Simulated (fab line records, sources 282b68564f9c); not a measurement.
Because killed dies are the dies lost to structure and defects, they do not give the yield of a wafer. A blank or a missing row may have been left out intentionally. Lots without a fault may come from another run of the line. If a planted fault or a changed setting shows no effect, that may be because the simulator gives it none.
The tool behind it: which one? -- flow rit-cmos -- 15 lots, 45 wafers sampled, at 5 steps of a route of 202

== WHAT EACH GAUGE READ, for each wafer ==
RIT_ACTIVE_CD_MEAS_90 targets a cd of 1400 nm. Usual: 1400.1 nm for cd-nm, sd 2.4.
lot,measured,on,cd-nm (nm),flag
L983,day 1 15:53,cd-sem-02,1398.3 1397.8 1396.8,
L984,day 1 22:20,cd-sem-02,1396.4 1396.6 1394.2,
L985,day 2 01:23,cd-sem-02,1398.6 1400.7 1403.5,
L986,day 2 06:12,cd-sem-02,1397.9 1399.2 1397.1,
L987,day 2 11:04,cd-sem-02,1399.8 1398.4 1398.3,
L988,day 2 16:15,cd-sem-02,1401.0 1397.6 1397.0,
L989,day 2 21:10,cd-sem-02,1397.3 1397.2 1400.1,
L991,day 3 07:11,cd-sem-02,1402.7 1404.3 1403.6,
L992,day 3 14:04,cd-sem-02,1403.4 1403.6 1402.7,
L993,day 3 18:37,cd-sem-01,1401.9 1403.5 1402.8,
L994,day 4 04:02,cd-sem-01,1399.8 1399.7 1397.4,
L999,day 4 23:36,cd-sem-02,1403.6 1403.2 1403.2,
L101,day 5 10:28,cd-sem-01,1398.9 1397.3 1399.3,
L104,day 6 00:59,cd-sem-02,1399.1 1401.3 1400.6,
L105,day 6 05:13,cd-sem-02,1400.6 1400.7 1400.0,

RIT_FOX1_THK_MEAS_01. Usual: for FOX1_OXIDE_THK the level is 350 nm and the standard deviation is 7.1.
lot,measured,on,FOX1_OXIDE_THK (nm),flag
L983,day 1 19:32,film-metro-01,348 345 341,
L984,day 2 01:19,film-metro-04,370 361 369,
L985,day 2 06:10,film-metro-04,356 357 360,
L986,day 2 09:25,film-metro-01,357 354 349,
L987,day 2 13:22,film-metro-01,358 351 355,
L988,day 2 19:22,film-metro-01,391 388 392,OFF
L989,day 2 23:05,film-metro-04,393 385 398,OFF
L991,day 3 12:18,film-metro-04,384 381 389,OFF
L992,day 3 21:22,film-metro-04,348 341 342,
L993,day 3 21:20,film-metro-03,352 348 349,
L994,day 4 05:50,film-metro-01,347 354 349,
L999,day 5 01:23,film-metro-01,348 345 347,
L101,day 5 12:43,film-metro-03,344 348 350,
L104,day 6 03:26,film-metro-03,343 342 349,
L105,day 6 09:16,film-metro-01,357 354 355,

RIT_GATE_OVL_MEAS_17. Usual: for GATE_OVL the level is 0.6 nm and the standard deviation is 1.2.
lot,measured,on,GATE_OVL (nm),flag
L983,day 2 16:27,overlay-01,-0.2 -0.9 -2.5,
L984,day 3 00:43,overlay-01,2.0 0.8 1.8,
L985,day 3 03:55,overlay-02,0.4 0.1 0.0,
L986,day 3 05:17,overlay-02,2.7 2.4 1.1,
L987,day 3 15:14,overlay-01,3.0 4.1 2.2,
L988,day 3 21:39,overlay-02,0.2 -0.5 -1.0,
L989,day 4 02:08,overlay-02,1.4 0.2 -0.1,
L991,day 4 14:07,overlay-01,-0.4 0.7 0.4,
L992,day 4 23:43,overlay-02,1.4 1.9 1.4,
L993,day 4 21:07,overlay-02,2.9 2.6 -0.3,
L994,day 5 02:02,overlay-02,-0.4 2.0 0.6,
L999,day 6 02:25,overlay-02,-0.5 1.7 0.4,
L101,day 6 12:21,overlay-02,0.7 0.0 0.5,
L104,day 7 08:35,overlay-02,0.6 1.1 0.7,
L105,day 7 13:14,overlay-02,-0.3 1.3 -1.2,

== TOOL THAT RAN EACH LOT (tool first, then ch and the chambers of the sampled wafers, then the start) ==
lot,RIT_FOX1_OXIDATION_00,RIT_PRETRO_STRIP_09
L983,"furnace-03 ch 0, day 1 18:12","plasma-asher-01 ch 0,1, day 2 10:05"
L984,"furnace-01 ch 0, day 1 23:59","plasma-asher-02 ch 0,1, day 2 17:38"
L985,"furnace-04 ch 0, day 2 04:52","plasma-asher-02 ch 0, day 2 21:51"
L986,"furnace-04 ch 0, day 2 08:07","plasma-asher-01 ch 0, day 2 23:59"
L987,"furnace-04 ch 0, day 2 12:04","plasma-asher-01 ch 0,1, day 3 04:59"
L988,"furnace-04 ch 0, day 2 18:03","plasma-asher-01 ch 0,1, day 3 10:20"
L989,"furnace-04 ch 0, day 2 21:46","plasma-asher-02 ch 0,1, day 3 13:11"
L991,"furnace-04 ch 0, day 3 10:58","plasma-asher-04 ch 0,1, day 4 06:59"
L992,"furnace-03 ch 0, day 3 20:01","plasma-asher-02 ch 0,1, day 4 14:30"
L993,"furnace-03 ch 0, day 3 20:01","plasma-asher-01 ch 0, day 4 13:57"
L994,"furnace-01 ch 0, day 4 04:31","plasma-asher-02 ch 0, day 4 20:12"
L999,"furnace-01 ch 0, day 5 00:04","plasma-asher-04 ch 0, day 5 17:35"
L101,"furnace-01 ch 0, day 5 11:24","plasma-asher-01 ch 0,1, day 6 03:26"
L104,"furnace-03 ch 0, day 6 02:08","plasma-asher-02 ch 0,1, day 6 20:13"
L105,"furnace-03 ch 0, day 6 07:57","plasma-asher-02 ch 0,1, day 7 01:59"
- RIT_FOX1_OXIDATION_00: target thk 350.7 nm, ox time 1130 s.
- RIT_PRETRO_STRIP_09: strips in O2, time 180 s.

== AS READ BY THE TOOLS THEMSELVES (means over the sampled wafers that have a number; for cases with no such wafer, the mark the record gives instead) ==
RIT_FOX1_OXIDATION_00. Usual: 1126.2 C for spike-tc-source-C, sd 2.4.
lot,tool,spike-tc-source-C (C),flag
L983,furnace-03,1128.6,
L984,furnace-01,1127.1,
L985,furnace-04,1123.3,
L986,furnace-04,1124.1,
L987,furnace-04,1123.1,
L988,furnace-04,1123.4,
L989,furnace-04,1124.1,
L991,furnace-04,1123.4,
L992,furnace-03,1129.3,
L993,furnace-03,1128.4,
L994,furnace-01,1127.9,
L999,furnace-01,1128.1,
L101,furnace-01,1127.3,
L104,furnace-03,1129.5,
L105,furnace-03,1127.6,

RIT_PRETRO_STRIP_09. Usual: 5.78 A for drypump-motor-current-A, sd 0.27.
lot,tool,drypump-motor-current-A (A),flag
L983,plasma-asher-01,5.87,
L984,plasma-asher-02,5.99,
L985,plasma-asher-02,6.14,
L986,plasma-asher-01,6.02,
L987,plasma-asher-01,5.70,
L988,plasma-asher-01,5.88,
L989,plasma-asher-02,5.99,
L991,plasma-asher-04,5.57,
L992,plasma-asher-02,6.07,
L993,plasma-asher-01,6.01,
L994,plasma-asher-02,6.16,
L999,plasma-asher-04,5.44,
L101,plasma-asher-01,5.70,
L104,plasma-asher-02,5.99,
L105,plasma-asher-02,5.99,

== THE ANSWER, worked out from the rows above alone ==
Rule: a lot counts as off when the mean over its wafers that have a number is more than 3 standard deviations away from the usual mean. Also off: a lot with no number at a reading for which 4 or more lots have one. All remaining lots with rows at the step are treated as sound. Order of review: gauges by route order, followed by the tools' own readings, for which a lot's mean as printed above is used. The first step at which some lot is off is used, and at that step the reading that is off furthest; a lot without a number counts as furthest.
Off: L988, L989, L991, seen at RIT_FOX1_THK_MEAS_01 (FOX1_OXIDE_THK).
If a tool, at a process step before that reading, ran all the lots that are off and no sound lot after the first of them, it fits. Gauges at RIT_FOX1_THK_MEAS_01: tried the same way as those tools. One candidate fits, namely furnace-04 at RIT_FOX1_OXIDATION_00. A fault onset in the window from L987 (day 2 12:04, its last sound lot) to L988 (day 2 18:03, its first lot off) fits.

== WHAT WAS PUT IN BY THE SIMULATOR ==
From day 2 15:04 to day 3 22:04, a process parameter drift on furnace-04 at RIT_FOX1_OXIDATION_00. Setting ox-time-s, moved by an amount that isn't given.
Lots struck among those shown: L988, L989, L991. Same finding as the rule above.
